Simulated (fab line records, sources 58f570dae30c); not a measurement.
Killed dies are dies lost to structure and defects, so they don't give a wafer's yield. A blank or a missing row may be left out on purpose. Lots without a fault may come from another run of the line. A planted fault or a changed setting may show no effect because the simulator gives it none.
A struck lot beside a sound one | flow berkeley_cmos170 | 14 steps out of a route of 331
Sound: wafers L986.3, L986.4, L986.5. Struck: wafers L980.1, L980.3, L980.6. The cause comes at the end.
At each step with rows: each side's tool, then ch and its chambers, then its first start. Under that, the readings that differ: sound wafers | struck wafers | difference of the means | sigmas: that difference in standard deviations of wafers without a fault.
alike: readings whose means differ by less than 2 such deviations, and words and numbers that are the same on both sides. not compared: withheld readings, readings that some wafer has no value for, bounds like >300 that may hide the same value, and numbers for which the record gives no deviation and whose values overlap.
The two part at a step that has a row with sigmas, a row that says differs or no value, or rows on one side only. Numbers that don't overlap but have no deviation are shown without sigmas and don't part them. A reading that every wafer of one side lacks parts them only if that side has two wafers or more.

UCB170_PVT_TW_MEAS_09:
  sound on film_metro-04, day 8 15:03; struck on film_metro-04, day 7 19:32
  alike: PVT_TW
then, 1 step without rows for these wafers: UCB170_GATE_WET_ETCH_00 (etches SiO2 in dHF, time 200 s).
UCB170_FIELD_THK_MEAS_91:
  sound on film_metro-04, day 8 15:18; struck on film_metro-01, day 7 19:39
  reading                     | sound       | struck      | difference | sigmas
  FIELD_OXIDE_LEFT_2_THK (nm) | 339 348 340 | 376 359 367 | +25        | +2
then, 1 step without rows for these wafers: UCB170_GATE_OXIDATION_01 (target thk 6.6 nm, ox time 1800 s).
UCB170_GATE_THK_MEAS_02:
  sound on film_metro-02, day 8 19:59; struck on film_metro-02, day 8 03:01
  alike: GATE_OXIDE_THK
then, 2 steps without rows for these wafers: UCB170_GATE_ANNEAL_03 (time 1800 s); UCB170_GATE_CVD_04 (deposits poly-Si from SiH4, time 1440 s, target thk 214 nm).
UCB170_GATE_THK_MEAS_05:
  sound on film_metro-03, day 9 00:08; struck on film_metro-04, day 8 08:49
  alike: GATE_POLY_THK
then, 4 steps without rows for these wafers: UCB170_GATE_COAT_06; UCB170_GATE_COAT_07 (resist thk 900 nm); UCB170_GATE_SOFTBAKE_08 (time 60 s); UCB170_GATE_EXPOSE_09 (exposes mask POLY, target cd 350 nm).
UCB170_GATE_PEB_10:
  sound on litho_track-03 ch 0, day 9 01:17; struck on litho_track-03, day 8 09:46
  no value came back on the struck wafers for chill_plate_temp_C (C), exhaust_pa (Pa); on the sound wafers chill_plate_temp_C (C) reads 22.94 23.13 22.92
then, 1 step without rows for these wafers: UCB170_GATE_DEVELOP_11 (develop time 45 s).

WHERE THEY PART
First at UCB170_FIELD_THK_MEAS_91; last, within this record, at UCB170_GATE_PEB_10.

WHY: what the simulator had put in
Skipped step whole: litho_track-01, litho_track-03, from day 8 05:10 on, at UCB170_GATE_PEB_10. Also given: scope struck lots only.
